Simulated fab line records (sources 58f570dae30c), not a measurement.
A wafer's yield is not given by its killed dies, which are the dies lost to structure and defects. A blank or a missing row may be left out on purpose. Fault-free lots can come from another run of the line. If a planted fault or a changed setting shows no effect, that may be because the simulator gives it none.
Which of the tools did it? ; flow berkeley_cmos170 ; 14 lots with 42 wafers sampled at 2 steps, on a route of 331 steps

WHAT THE GAUGES SHOWED, per wafer
UCB170_PFIELD_TW_MEAS_09. Usual: for PFIELD_TW the level is 606 and the standard deviation is 4.3.
lot;measured;on;PFIELD_TW;flag
L221;day 4 22:32;film_metro-04;601 600 603;
L222;day 5 06:49;film_metro-01;608 608 607;
L224;day 5 21:17;film_metro-04;599 596 599;
L225;day 6 05:34;film_metro-04;602 602 607;
L227;day 6 07:04;film_metro-04;604 602 602;
L229;day 6 12:49;film_metro-02;611 608 611;
L228;day 6 13:22;film_metro-01;609 606 607;
L231;day 7 00:37;film_metro-02;606 606 610;
L230;day 7 00:53;film_metro-01;609 609 610;
L232;day 7 15:28;film_metro-01;612 611 609;
L234;day 8 00:04;film_metro-04;600 605 603;
L235;day 8 09:44;film_metro-04;602 602 601;
L241;day 9 05:25;film_metro-02;662 665 665 667 658 663;OFF
L244;day 9 23:41;film_metro-01;661 664 658 660 662 662;OFF

EACH LOT AND THE TOOL THAT RAN IT (in order: tool; ch and the chambers of the sampled wafers; start)
lot;UCB170_PFIELD_IMPLANT_07
L221;implanter-01 ch 0, day 4 22:18
L222;implanter-03 ch 0, day 5 06:34
L224;implanter-04 ch 0, day 5 21:02
L225;implanter-04 ch 0, day 6 05:21
L227;implanter-01 ch 0, day 6 06:49
L229;implanter-04 ch 0, day 6 12:34
L228;implanter-01 ch 0, day 6 13:08
L231;implanter-03 ch 0, day 7 00:22
L230;implanter-01 ch 0, day 7 00:39
L232;implanter-03 ch 0, day 7 15:15
L234;implanter-01 ch 0, day 7 23:49
L235;implanter-01 ch 0, day 8 09:31
L241;implanter-01 ch 0, day 9 05:10
L244;implanter-01 ch 0, day 9 23:26
- UCB170_PFIELD_IMPLANT_07

AS READ BY THE TOOLS THEMSELVES (means over the sampled wafers that have a number; for cases with no such wafer, the mark the record gives instead)
UCB170_PFIELD_IMPLANT_07. Usual: dose_ions_cm2 2.0002e+13, standard deviation 2.4e+10; end_station_pressure_torr 5.03e-06 Torr, standard deviation 2.6e-07; faraday_current_uA 63.3, standard deviation 1.3.
lot;tool;dose_ions_cm2;end_station_pressure_torr (Torr);faraday_current_uA;flag
L221;implanter-01;1.9969e+13;5.11e-06;63.4;
L222;implanter-03;2.0005e+13;5.28e-06;63.3;
L224;implanter-04;1.9974e+13;5.14e-06;62.5;
L225;implanter-04;2.0016e+13;5.00e-06;62.4;
L227;implanter-01;1.9995e+13;4.96e-06;63.9;
L229;implanter-04;2.0019e+13;4.95e-06;62.8;
L228;implanter-01;1.9977e+13;4.90e-06;64.3;
L231;implanter-03;1.9973e+13;4.76e-06;64.0;
L230;implanter-01;2.0022e+13;5.07e-06;63.8;
L232;implanter-03;2.0032e+13;5.12e-06;64.4;
L234;implanter-01;1.9986e+13;4.81e-06;64.2;
L235;implanter-01;2.0013e+13;5.11e-06;63.0;
L241;implanter-01;2.6030e+13;4.87e-06;82.6;OFF
L244;implanter-01;2.6006e+13;4.96e-06;81.8;OFF

THE ANSWER, worked out from the rows above alone
Rule: a lot counts as off when the mean over its wafers that have a number is more than 3 standard deviations away from the usual mean. A lot without any number at a reading at which 4 lots or more have one is off too. Any other lot the step has rows for is counted as sound. First the gauges in route order, then the tools' own readings, where a lot's mean is used as printed above. At the first step where some lot is off, the reading lying furthest off is the one used; lots without a number count as furthest.
Off: L241, L244, seen at UCB170_PFIELD_TW_MEAS_09 (PFIELD_TW).
A tool fits if, at a process step before that reading, it ran every lot that is off, and no sound lot after the first of them. The gauges at UCB170_PFIELD_TW_MEAS_09 aren't tried: what is off there is off at UCB170_PFIELD_IMPLANT_07 too, on other tools, and a gauge's error can't cause that. One candidate fits, namely implanter-01 at UCB170_PFIELD_IMPLANT_07. Its last sound lot is L235 (day 8 09:31), its first lot that is off L241 (day 9 05:10): a fault that began between those two fits.
The tool's own readings at UCB170_PFIELD_IMPLANT_07 bear it out: on the lots that are off they differ by more than 5 times the standard deviation of the sound lots' means. dose_ions_cm2 reads 2.6018e+13 there against 1.9998e+13 on the sound lots; faraday_current_uA reads 82.2 there against 63.5 on the sound lots.

WHAT HAD BEEN PUT IN BY THE SIMULATOR
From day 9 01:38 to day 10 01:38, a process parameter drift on implanter-01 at UCB170_PFIELD_IMPLANT_07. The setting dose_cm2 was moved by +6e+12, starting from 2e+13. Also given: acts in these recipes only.
Lots struck among those shown: L241, L244. The rule above reached the same finding.
